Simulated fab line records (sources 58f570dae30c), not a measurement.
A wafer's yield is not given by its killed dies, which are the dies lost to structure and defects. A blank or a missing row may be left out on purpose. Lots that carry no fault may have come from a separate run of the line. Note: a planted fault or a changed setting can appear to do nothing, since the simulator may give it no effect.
Which of the tools did it?	flow berkeley cmos170	42 wafers from 14 lots sampled at 5 of the route's 331 steps

## WHAT EACH GAUGE READ, for each wafer
UCB170_NLDD_OVL_MEAS_07. Usual: for NLDD_OVL the level is -2 nm and the standard deviation is 5.3.
lot	measured	on	NLDD_OVL (nm)	flag
L784	day 6 04:33	overlay-02	-4 -14 -1	
L786	day 6 11:31	overlay-01	-10 -4 0	
L789	day 6 16:11	overlay-01	-10 -9 -10	
L797	day 9 07:53	overlay-02	1 0 3	
L798	day 9 07:58	overlay-01	3 13 1	
L799	day 9 22:30	overlay-01	-2 -5 -1	
L801	day 10 06:44	overlay-02	-5 -4 -2	
L802	day 10 06:16	overlay-02	9 9 7	
L803	day 10 19:56	overlay-02	1 -1 -5	
L805	day 11 00:52	overlay-01	-2 5 1	
L806	day 11 01:07	overlay-02	1 4 0	
L807	day 12 00:47	overlay-01	-10 -10 -10	

UCB170_CONTACT_CD_MEAS_15: target cd 700 nm. Usual: cd nm at 699.5 nm, with a standard deviation of 1.3.
lot	measured	on	cd nm (nm)	flag
L784	day 6 16:34	cd sem-02	699.3 699.9 700.8	
L786	day 7 02:16	cd sem-02	701.1 701.5 699.9	
L789	day 7 06:53	cd sem-01	701.8 700.2 700.3	
L797	day 10 01:32	cd sem-02	697.2 697.8 697.3	
L798	day 10 01:14	cd sem-02	701.0 700.0 700.5	
L799	day 10 16:40	cd sem-01	698.5 697.8 698.3	
L801	day 11 00:13	cd sem-01	701.4 701.1 701.8	
L802	day 10 23:43	cd sem-01	699.4 698.6 699.3	
L803	day 11 18:10	cd sem-01	698.9 699.4 697.1	
L805	day 11 17:54	cd sem-01	699.8 699.2 698.9	
L806	day 11 18:18	cd sem-01	700.1 699.7 699.8	
L807	day 12 21:38	cd sem-01	700.1 699.2 700.6	

UCB170_V1_THK_MEAS_04. Usual: for V1_POLISHED_THK the level is 999.7 nm and the standard deviation is 1.9.
lot	measured	on	V1_POLISHED_THK (nm)	flag
L784	day 7 00:19	film metro-01	997.9 1002.3 999.1	
L786	day 7 11:12	film metro-01	998.5 1001.1 1001.2	
L789	day 7 16:33	film metro-03	1002.9 999.9 1001.3	
L797	day 10 08:19	film metro-01	997.9 996.0 999.6	
L798	day 10 08:01	film metro-03	997.3 997.6 999.9	
L799	day 11 04:13	film metro-01	999.1 1002.8 997.8	
L801	day 11 12:28	film metro-03	999.9 1002.5 997.7	
L802	day 11 04:14	film metro-02	999.2 1000.9 999.3	
L803	day 12 01:33	film metro-02	999.2 1000.7 997.1	
L805	day 12 01:50	film metro-01	1002.3 1001.3 1003.9	
L806	day 12 01:52	film metro-03	997.4 998.9 997.8	
L807	day 13 02:56	film metro-03	999.4 1001.0 997.3	

## WHAT TOOL EACH LOT RAN ON (gives the tool, then ch and the chambers of the sampled wafers, and finally the start)
lot	UCB170_NWELL_ETCH_13	UCB170_NWELL_STRIP_15
L784	rie diel-04 ch 0,1,2, day 2 06:29	plasma asher-02 ch 0,1, day 2 06:47
L786	rie diel-01 ch 0,2, day 2 15:25	plasma asher-02 ch 0,1, day 2 15:40
L787	rie diel-01 ch 0,1,2, day 2 18:17	plasma asher-02 ch 0,1, day 2 18:32
L788	rie diel-01 ch 0,2,3, day 3 00:53	plasma asher-04 ch 0,1, day 3 01:08
L789	rie diel-04 ch 1,3, day 3 01:57	plasma asher-02 ch 0,1, day 3 02:12
L797	rie diel-01 ch 0,1,3, day 5 01:11	plasma asher-04 ch 0,1, day 5 01:28
L798	rie diel-02 ch 0,1,3, day 5 02:40	plasma asher-01 ch 0,1, day 5 02:58
L799	rie diel-01 ch 1,2,3, day 5 10:46	plasma asher-02 ch 0,1, day 5 11:01
L801	rie diel-04 ch 0,3, day 5 16:21	plasma asher-01 ch 0,1, day 5 16:36
L802	rie diel-01 ch 0,3, day 6 00:04	plasma asher-01 ch 0,1, day 6 00:21
L803	rie diel-04 ch 0,2, day 6 06:27	plasma asher-02 ch 0,1, day 6 06:42
L805	rie diel-04 ch 2,3, day 6 16:47	plasma asher-04 ch 0,1, day 6 17:02
L806	rie diel-02 ch 0,1,2, day 6 19:14	plasma asher-01 ch 0,1, day 6 19:32
L807	rie diel-04 ch 1,2,3, day 7 03:19	plasma asher-02 ch 0,1, day 7 03:36
- UCB170_NWELL_ETCH_13: etches Si3N4 in CH3F/Ar/O2, stops on SiO2, target depth 246.4 nm, time 154 s.
- UCB170_NWELL_STRIP_15: strips in O2.

## AS READ BY THE TOOLS THEMSELVES (means over the sampled wafers that have a number; for cases with no such wafer, the mark the record gives instead)
UCB170_NWELL_ETCH_13. Usual: CH3F_flow_sccm 20.00 sccm, standard deviation 0.064; O2_flow_sccm 6.999 sccm, standard deviation 0.02; drypump motor current A 5.9 A, standard deviation 0.47; oes product au 0.943 a.u., standard deviation 0.014; rf fwd power W 448.1 W, standard deviation 1.4; throttle valve pct 8.02 %, standard deviation 0.15.
lot	tool	CH3F_flow_sccm (sccm)	O2_flow_sccm (sccm)	drypump motor current A (A)	oes product au (a.u.)	rf fwd power W (W)	throttle valve pct (%)	flag
L784	rie diel-04	20.01	6.991	6.2	0.950	448.4	7.94	
L786	rie diel-01	20.00	6.988	5.9	0.957	447.4	8.16	
L787	rie diel-01	-	-	-	-	-	-	OFF
L788	rie diel-01	-	-	-	-	-	-	OFF
L789	rie diel-04	20.00	6.989	6.1	0.931	448.1	7.96	
L797	rie diel-01	20.06	7.000	5.6	0.943	448.8	8.08	
L798	rie diel-02	20.03	7.003	6.3	0.931	447.4	7.91	
L799	rie diel-01	19.99	6.968	5.4	0.956	449.1	8.05	
L801	rie diel-04	19.97	6.989	5.8	0.942	448.1	8.09	
L802	rie diel-01	19.94	7.002	6.0	0.931	448.5	8.11	
L803	rie diel-04	19.91	6.984	6.1	0.950	448.1	7.94	
L805	rie diel-04	20.04	6.990	6.0	0.943	447.2	7.98	
L806	rie diel-02	19.93	6.993	6.2	0.930	446.5	7.98	
L807	rie diel-04	19.96	6.997	6.0	0.938	447.5	7.97	

UCB170_NWELL_STRIP_15. Usual: drypump motor current A 5.6 A, standard deviation 0.66; oes product au 0.721 a.u., standard deviation 0.0052; strip time to endpoint s 18.07 s, standard deviation 0.11.
lot	tool	drypump motor current A (A)	oes product au (a.u.)	strip time to endpoint s (s)	flag
L784	plasma asher-02	6.1	0.720	18.05	
L786	plasma asher-02	6.1	0.722	18.03	
L787	plasma asher-02	6.1	0.732	21.70	OFF
L788	plasma asher-04	5.9	0.737	21.53	OFF
L789	plasma asher-02	6.1	0.720	18.19	
L797	plasma asher-04	5.9	0.726	18.12	
L798	plasma asher-01	5.0	0.724	17.99	
L799	plasma asher-02	5.7	0.720	17.95	
L801	plasma asher-01	5.0	0.718	18.18	
L802	plasma asher-01	5.0	0.719	18.10	
L803	plasma asher-02	6.1	0.721	18.17	
L805	plasma asher-04	5.9	0.728	18.15	
L806	plasma asher-01	5.0	0.722	18.05	
L807	plasma asher-02	5.7	0.716	18.16	

## THE ANSWER, worked out from the rows above alone
Rule: a lot counts as off when the mean over its wafers that have a number is more than 3 standard deviations away from the usual mean. A lot without any number at a reading at which 4 lots or more have one is off too. The other lots that the step has rows for count as sound. After the gauges, taken in route order, come the tools' own readings; for these a lot's mean is taken, as printed above. At the first step where some lot is off, the reading lying furthest off is the one used; lots without a number count as furthest.
Off: L787, L788, at UCB170_NWELL_ETCH_13 (CH3F_flow_sccm). Without a number there: L787, L788.
If a tool, at that step or one of the process steps before it, ran each lot that is off and ran no sound lot following the first of them, it fits. Of those tried, none fits.

## WHAT HAD BEEN PUT IN BY THE SIMULATOR
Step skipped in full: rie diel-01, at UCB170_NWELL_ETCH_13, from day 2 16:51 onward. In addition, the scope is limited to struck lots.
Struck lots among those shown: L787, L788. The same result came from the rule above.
